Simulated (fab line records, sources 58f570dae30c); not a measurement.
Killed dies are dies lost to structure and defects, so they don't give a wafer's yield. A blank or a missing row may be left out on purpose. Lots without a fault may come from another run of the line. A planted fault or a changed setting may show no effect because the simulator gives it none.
Problem report in the 8D (eight disciplines) form, filled by code | flow berkeley_cmos170 | the parts of the form that need people (team, actions taken, sign-off) are left out

1. THE PROBLEM
PVT_TW at UCB170_PVT_TW_MEAS_09 reads a mean of 450 on 6 wafers of 2 lots; wafers without a fault read 506 with a standard deviation of 3.8. That is -15 standard deviations from the usual mean.
First seen on wafer L932.1, day 7 13:38, on film_metro-02. The record holds 42 wafers of 14 lots with a number at this step. Rule for "out", or "out of limits": more than 4 standard deviations from the usual mean. The other wafers with a number count as sound.

2. WHAT IT IS AND WHAT IT IS NOT
question                    | is                           | is not
which readings at this step | PVT_TW                       | -
which lots                  | L931, L932                   | L925, L927, L929, L930, L933, L934, L936, L940, L943, L944, L945, L947
which wafers of those lots  | all that have a number       | -
read on which gauges        | film_metro-01, film_metro-02 | film_metro-04
when                        | from day 7 13:38             | up to then (9 sound wafers); but 27 sound wafers of L930, L933, L934, L936, L940, L943, L944, L945, L947 came after

3. SUSPECTS, AND WHAT RULES EACH OUT
Counting: a tool at a process step up to the reading stays a suspect if it ran every lot that is out and no sound lot after the first of them.
- the gauge at UCB170_PVT_TW_MEAS_09: ruled out. The wafers that are out were read on 2 gauges (film_metro-01, film_metro-02).
- implanter-04 at UCB170_PVT_IMPLANT_07: kept. It ran every lot that is out, first L932 (day 7 13:23), and no sound lot after that; its last sound lot up to then is L929 (day 7 06:00). Its own readings are out on those wafers: dose_ions_cm2, faraday_current_uA.
Left after counting: implanter-04 at UCB170_PVT_IMPLANT_07.

4. THE CAUSE (what the simulator had put in)
Process parameter drift: implanter-04, from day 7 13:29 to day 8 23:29, at UCB170_PVT_IMPLANT_07. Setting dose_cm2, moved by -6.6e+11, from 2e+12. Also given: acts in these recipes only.
Counting left only this tool.

5. THE CHAIN OF EFFECTS, in route order
Each row: a reading whose mean over the struck wafers that have a number lies more than 3 standard deviations from the usual. Only readings for which the record gives a usual standard deviation are gone through. hours: the time from each lot's start at the first step in this table that gives one to its start at this step, as a median over the lots. sigmas: the change in usual standard deviations.
hours | step                  | reading            | usual      | on struck wafers | change      | sigmas
0     | UCB170_PVT_IMPLANT_07 | dose_ions_cm2      | 1.9999e+12 | 1.3409e+12       | -6.5900e+11 | -99 or more
0     | UCB170_PVT_IMPLANT_07 | faraday_current_uA | 6.36       | 4.24             | -2.12       | -15
0     | UCB170_PVT_TW_MEAS_09 | PVT_TW             | 506        | 450              | -56         | -15
The process steps in it:
- UCB170_PVT_IMPLANT_07
Later measuring or inspecting steps at which every struck wafer that the step has a row for has a number for every such reading, and none has moved that far: UCB170_M1_OVL_MEAS_10.

6. WHAT WOULD HAVE CAUGHT IT SOONER
In this record the first reading out of limits at a measuring or inspecting step was taken at day 7 13:38, 0 hours after the fault began at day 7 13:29.
The tool's own readings at UCB170_PVT_IMPLANT_07 were out on every struck wafer that the step has a row for (dose_ions_cm2, faraday_current_uA): an alarm limit on them would have fired on the first of those.
All the lots that are out (2) had begun UCB170_PVT_IMPLANT_07 on implanter-04 by day 7 13:38. A hold on the tool at that time would have spared none of them.
